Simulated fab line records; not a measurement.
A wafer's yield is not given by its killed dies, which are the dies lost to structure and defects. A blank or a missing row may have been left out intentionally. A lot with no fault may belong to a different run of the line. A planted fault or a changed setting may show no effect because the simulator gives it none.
Problem report in the 8D (eight disciplines) form, filled by code | flow berkeleyCmos170 | the parts of the form that need people (team, actions taken, sign-off) are left out

1. WHAT IS WRONG
Mean of cdNm at UCB170_M1_CD_MEAS_90: 714.8 nm across 2 wafers in 2 lots; on wafers with no fault it is 701.9 nm (standard deviation 2.8). Relative to the usual mean, that is a shift of +4.6 standard deviations.
The step: target cd 700 nm.
First seen on wafer L157.4, day 11 01:26, on cdSem-01. At this step, 38 wafers from 14 lots have a number in the record. Rule for "out" (also "out of limits"): further than 4 standard deviations from the usual mean. Any other wafer with a number is counted as sound.

2. WHAT THIS IS AND IS NOT
question                    | is                     | is not
which readings at this step | cdNm                   | -
which lots                  | L157, L160             | L139, L140, L141, L142, L143, L145, L146, L150, L151, L154, L155, L162
which wafers of those lots  | all that have a number | -
read on which gauges        | cdSem-01               | cdSem-02
when                        | from day 11 01:26      | up to then (33 sound wafers); but 3 sound wafers of L162 came after

3. WHAT RULES OUT EACH SUSPECT
Counting: a tool at a process step up to the reading stays a suspect if it ran every lot that is out and no sound lot after the first of them.
- the gauge at UCB170_M1_CD_MEAS_90 has been ruled out. All the wafers that are out were read on cdSem-01, but those of them that UCB170_M1_METAL_ETCH_12 has rows for are out there too, on other tools.
- rieMetal-04 at UCB170_M1_METAL_ETCH_12 (etches Al in Cl2/BCl3, stops on PSG, target depth 780 nm, time 130 s): kept. All lots that are out passed through it, beginning with L157 at day 11 01:11, and no sound lot followed; its final sound lot before that point was L155 at day 10 11:29. On those wafers its own readings are out: oesProductAu, runLengthS.
After counting, what remains is rieMetal-04 at UCB170_M1_METAL_ETCH_12.

4. THE CAUSE (what the simulator had put in)
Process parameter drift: rieMetal-04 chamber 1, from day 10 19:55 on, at UCB170_M1_METAL_ETCH_12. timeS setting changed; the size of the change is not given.
After counting, this tool was the only one left.

5. THE CHAIN OF EFFECTS, in route order
Each row: a reading where the mean over the struck wafers with a number is more than 3 standard deviations away from the usual. Readings are gone through only where the record gives a usual standard deviation; hours: the median, over the lots, of the time from a lot's start at the first step in this table giving one to that lot's start at this step; sigmas: the change measured in usual standard deviations.
hours | step                    | reading      | usual      | on struck wafers | change | sigmas
0     | UCB170_M1_METAL_ETCH_12 | oesProductAu | 0.854 a.u. | 0.992            | +0.138 | +13
0     | UCB170_M1_METAL_ETCH_12 | runLengthS   | 158.4 s    | 100.6            | -57.8  | -99 or more
0     | UCB170_M1_CD_MEAS_90    | cdNm         | 701.9 nm   | 714.8            | +12.9  | +4.6
It contains these process steps:
- UCB170_M1_METAL_ETCH_12: etches Al in Cl2/BCl3, stops on PSG, target depth 780 nm, time 130 s.

6. HOW IT WOULD HAVE BEEN CAUGHT EARLIER
6 hours passed between the start of the fault at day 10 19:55 and the first reading out of limits at a measuring or inspecting step in this record, taken at day 11 01:26.
The tool's own readings at UCB170_M1_METAL_ETCH_12 were out on every struck wafer that the step has a row for (oesProductAu, runLengthS): an alarm limit on them would have fired on the first of those.
Among the 2 lots that are out, L160 began UCB170_M1_METAL_ETCH_12 on rieMetal-04 after day 11 01:26. A hold on the tool at that time would have spared it.
